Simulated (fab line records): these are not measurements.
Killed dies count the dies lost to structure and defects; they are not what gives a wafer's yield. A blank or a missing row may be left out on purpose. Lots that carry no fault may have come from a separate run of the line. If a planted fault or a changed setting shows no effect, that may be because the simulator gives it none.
Comparing a struck lot with a sound one    flow rit-cmos    17 out of 202 route steps
Sound: wafers L289.1, L289.2, L289.6. The struck wafers were L297.1, L297.3, L297.6. At the end, the cause is stated.
Per side, at each step with rows, come the tool, then ch with its chambers, and then its first start. Under that, the readings that differ: sound wafers    struck wafers    difference of the means    sigmas: that difference in standard deviations of wafers without a fault.
alike: same words and numbers on both sides, and readings whose means sit less than 2 such deviations apart. not compared: any withheld reading, any reading some wafer has no value for, any bound like >300 that may hide the same value, and any number with overlapping values for which the record gives no deviation.
The two part at a step that has a row with sigmas, a row that says differs or no value, or rows on one side only. Numbers that have no deviation but don't overlap get no sigmas and don't part them. A reading that every wafer of one side lacks parts them only if that side has two wafers or more.

RIT_PWELL_TW_MEAS_10:
  sound on film-metro-03, day 2 23:40; struck on film-metro-03, day 4 22:58
  alike: PWELL_TW
then, 1 step without rows for these wafers: RIT_WELLDRIVE_ANNEAL_00 (time 14700 s).
RIT_WELLDRIVE_RS_MEAS_01: the measuring method here is four-point-probe.
  sound on film-metro-01, day 3 04:49; struck on film-metro-01, day 5 04:06
  alike: NWELL_RS
RIT_WELLDRIVE_RS_MEAS_02: the measuring method here is four-point-probe.
  sound on film-metro-01, day 3 04:56; struck on film-metro-01, day 5 04:13
  alike: PWELL_RS
then, 6 steps without rows for these wafers: RIT_NRETRO_HMDS_00 (prime time 60 s); RIT_NRETRO_COAT_01 (resist thk 1300 nm); RIT_NRETRO_SOFTBAKE_02 (time 60 s); RIT_NRETRO_EXPOSE_03 (exposes mask M4, target cd 43900 nm); RIT_NRETRO_PEB_04; RIT_NRETRO_DEVELOP_05 (develop time 68 s).
RIT_NRETRO_OVL_MEAS_06:
  sound on overlay-01, day 3 05:56; struck on overlay-02, day 5 05:16
reading          sound        struck          difference  sigmas
NRETRO_OVL (nm)  1.0 1.8 2.1  -1.2 -0.9 -1.4  -2.8        -2
then, 1 step without rows for these wafers: RIT_NRETRO_HARDBAKE_07 (time 120 s).
RIT_NRETRO_IMPLANT_08:
  sound on implanter-02 ch 0, day 3 06:14; struck on implanter-01 ch 0, day 5 05:34
reading             sound                          struck                       difference  sigmas
dose-ions-cm2       9.994e+12 9.993e+12 9.999e+12  8.319e+12 8.273e+12 8.3e+12  -1.698e+12  -99 or more
faraday-current-uA  32.4 31.4 32.2                 27.2 25.6 26.5               -5.6        -9
RIT_NRETRO_STRIP_09: strips in O2, time 180 s.
  sound on plasma-asher-04 ch 0,1, day 3 06:23; struck on plasma-asher-03 ch 0,1, day 5 05:43
  alike: drypump-motor-current-A
  not compared: rf-hours-counter-h
RIT_NRETRO_TW_MEAS_10:
  sound on film-metro-02, day 3 06:33; struck on film-metro-01, day 5 05:53
reading    sound           struck       difference  sigmas
NRETRO_TW  1042 1040 1040  968 967 974  -71         -5
then, 1 step without rows for these wafers: RIT_PRETRO_HMDS_00 (prime time 60 s).
RIT_M1_PROBE_99:
  sound on prober-02, day 4 14:26; struck on prober-01, day 6 11:41
reading                                     sound                 struck                difference  sigmas
model.etest.pmos-narrow.drive-ua-um         97 98.69 96.68        109.8 106.9 112.8     +12.4       
model.etest.pmos_0p3.drive-ua-um            96.7 99.11 97.58      107.5 106.8 111.2     +10.7       
model.etest.well-edge-left.line-ohm-um      182.7 179.9 184.4     184.5 185.6 185.6     +2.9        
model.etest.pmos_0p15.off-log10-a-um        -10.62 -10.65 -10.62  -9.658 -10.06 -9.588  +0.861      
model.etest.retro-edge-pmos.off-log10-a-um  -10.5 -10.46 -10.46   -9.667 -9.926 -9.513  +0.771      
model.etest.pmos-narrow.off-log10-a-um      -12.81 -12.78 -12.78  -12.47 -12.74 -12.46  +0.23       
model.etest.pmos_0p3.off-log10-a-um         -13.03 -12.89 -12.95  -12.59 -12.62 -12.7   +0.32       
  alike: killed-at-contacts, killed-at-front-end, killed-dies, killed-open, killed-short
  not compared: model.etest.well-edge-right.line-ohm-um

== WHERE THEY PART ==
Last at RIT_NRETRO_TW_MEAS_10 as far as this record goes, first at RIT_NRETRO_OVL_MEAS_06. Later steps at which nothing parts them and some readings are alike: RIT_M1_PROBE_99.

WHY: what the simulator had put in
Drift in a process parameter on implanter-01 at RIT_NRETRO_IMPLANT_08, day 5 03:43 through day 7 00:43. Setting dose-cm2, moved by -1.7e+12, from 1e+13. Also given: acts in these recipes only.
